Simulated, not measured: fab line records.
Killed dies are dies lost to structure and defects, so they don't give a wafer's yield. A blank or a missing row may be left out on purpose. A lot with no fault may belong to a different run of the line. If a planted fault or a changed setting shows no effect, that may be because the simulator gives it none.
A single fault, viewed from 2 desks -- flow rit cmos -- numbers are kept per desk, each desk with only its own; the story behind them comes last

AT THE TOOL OWNER'S DESK: wet bench-02
The tool's own readings at RIT_CONTACT_CLEAN_14 (cleans in SC2, time 600 s): means of the sampled wafers that have a number, for each lot that ran on this tool. A lot is out of limits, marked OUT, if its mean lies more than 4 standard deviations from the usual mean; the brackets give that distance.
Columns: A = temp c at RIT_CONTACT_CLEAN_14, usual 74.99 C
lot,first seen here,A
L437,day 3 16:41,75.00
L438,day 3 23:16,74.95
L439,day 4 01:08,75.00
L441,day 4 13:03,75.18
L444,day 5 02:37,75.05
L446,day 5 14:31,74.87
L450,day 6 10:23,75.00
This desk's finding: nothing out of limits on any of the 7 lots.

METROLOGY DESK
Means of the sampled wafers that have a number, per lot and without regard to the tool the lot ran on: this is what the gauges read. A lot is out of limits, marked OUT, if its mean lies more than 4 standard deviations from the usual mean; the brackets give that distance.
Columns: A = cd nm at RIT_CONTACT_CD_MEAS_90, usual 999.2 nm
lot,first seen here,A
L435,day 3 09:40,995.0
L436,day 3 12:43,1001.0
L437,day 3 16:22,994.9
L438,day 3 22:59,999.5
L439,day 4 00:53,1000.6
L440,day 4 07:28,996.6
L441,day 4 12:46,1000.8
L444,day 5 02:21,998.5
L446,day 5 14:13,999.5
L450,day 6 10:05,1001.6
L454,day 7 03:57,1002.4
L456,day 7 13:53,1002.3
L458,day 7 23:57,999.8
This desk's finding: nothing out of limits on any of the 13 lots.

BROUGHT TOGETHER
The tool owner's desk saw nothing out of limits.
At the metrology desk, nothing out of limits was observed.

WHAT WAS PUT IN BY THE SIMULATOR
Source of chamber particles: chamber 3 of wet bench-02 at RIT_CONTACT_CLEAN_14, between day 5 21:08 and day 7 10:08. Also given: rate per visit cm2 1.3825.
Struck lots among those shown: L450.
